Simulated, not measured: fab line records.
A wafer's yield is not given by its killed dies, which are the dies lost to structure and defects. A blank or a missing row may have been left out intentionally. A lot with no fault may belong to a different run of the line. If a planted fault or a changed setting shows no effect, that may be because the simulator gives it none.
What tool caused it? + flow rit-cmos + 14 lots, 42 wafers sampled, at 1 step of a route of 202

## WHAT THE GAUGES READ, wafer by wafer
The record holds no reading of a measuring or inspecting step that can be judged against a usual standard deviation.

## WHICH TOOL RAN EACH LOT (tool, then ch and the chambers of the sampled wafers, then the start)
| lot  | RIT_ACTIVE_ETCH_13                |
|------|-----------------------------------|
| L498 | rie-diel-04 ch 0,3, day 1 17:17   |
| L500 | rie-diel-03 ch 1,2,3, day 2 00:44 |
| L501 | rie-diel-01 ch 0,1,3, day 2 05:43 |
| L503 | rie-diel-01 ch 0,3, day 2 15:52   |
| L506 | rie-diel-01 ch 0,1, day 3 07:11   |
| L507 | rie-diel-03 ch 0,1,2, day 3 13:17 |
| L508 | rie-diel-01 ch 0,2,3, day 3 17:52 |
| L509 | rie-diel-01 ch 0,2,3, day 3 22:10 |
| L511 | rie-diel-04 ch 0,2, day 4 08:30   |
| L512 | rie-diel-03 ch 0,3, day 4 13:55   |
| L515 | rie-diel-03 ch 0,3, day 5 06:23   |
| L518 | rie-diel-03 ch 2,3, day 5 22:01   |
| L520 | rie-diel-03 ch 2,3, day 6 08:29   |
| L521 | rie-diel-01 ch 0,2,3, day 6 15:46 |
- RIT_ACTIVE_ETCH_13: etches Si3N4 in SF6, stops on SiO2, time 210 s, target depth 210 nm.

## AS READ BY THE TOOLS THEMSELVES (means over the sampled wafers that have a number; for cases with no such wafer, the mark the record gives instead)
RIT_ACTIVE_ETCH_13.
| lot  | tool        | drypump-motor-current-A (A) | oes-product-au (a.u.) | rf-fwd-power-W (W) | throttle-valve-pct (%) |
|------|-------------|-----------------------------|-----------------------|--------------------|------------------------|
| L498 | rie-diel-04 | 5.7                         | 0.821                 | 124.8              | 7.43                   |
| L500 | rie-diel-03 | 5.9                         | 0.821                 | 124.5              | 7.61                   |
| L501 | rie-diel-01 | 6.1                         | 0.833                 | 124.9              | 7.51                   |
| L503 | rie-diel-01 | 6.1                         | 0.829                 | 124.8              | 7.55                   |
| L506 | rie-diel-01 | 6.3                         | 0.830                 | 174.7              | 7.49                   |
| L507 | rie-diel-03 | 5.7                         | 0.820                 | 124.8              | 7.62                   |
| L508 | rie-diel-01 | 5.7                         | 0.823                 | 174.3              | 7.53                   |
| L509 | rie-diel-01 | 5.7                         | 0.827                 | 174.8              | 7.53                   |
| L511 | rie-diel-04 | 6.0                         | 0.823                 | 125.3              | 7.40                   |
| L512 | rie-diel-03 | 6.0                         | 0.839                 | 124.8              | 7.59                   |
| L515 | rie-diel-03 | 6.0                         | 0.832                 | 124.5              | 7.59                   |
| L518 | rie-diel-03 | 6.0                         | 0.818                 | 124.6              | 7.60                   |
| L520 | rie-diel-03 | 6.0                         | 0.825                 | 124.5              | 7.61                   |
| L521 | rie-diel-01 | 5.7                         | 0.832                 | 124.8              | 7.51                   |

## THE ANSWER, worked out from the rows above alone
Rule: the lots themselves supply what counts as usual. Put in order of their means at a reading, lots are off if they are a third of the lots or fewer, leave a main group of 4 or more, and stand apart from it by a gap of 3 or more times the standard deviation of the main group's means; of several such gaps the widest counts. If all means in a main group match to the digits the tables above print for the reading, that group is not used. Also off: a lot with no number at a reading for which 4 or more lots have one. All remaining lots with rows at the step are treated as sound. The gauges are gone through in route order, then the tools' own readings, and for those a lot's mean is taken as printed above. The first step at which some lot is off is used, and at that step the reading that is off furthest; a lot without a number counts as furthest.
Off at RIT_ACTIVE_ETCH_13 (rf-fwd-power-W): L506, L508, L509. For the main group the mean is 124.8 W and the standard deviation 0.22.
If a tool, at that step or one of the process steps before it, ran each lot that is off and ran no sound lot following the first of them, it fits. Of those tried, none fits.

## WHAT THE SIMULATOR HAD PUT IN
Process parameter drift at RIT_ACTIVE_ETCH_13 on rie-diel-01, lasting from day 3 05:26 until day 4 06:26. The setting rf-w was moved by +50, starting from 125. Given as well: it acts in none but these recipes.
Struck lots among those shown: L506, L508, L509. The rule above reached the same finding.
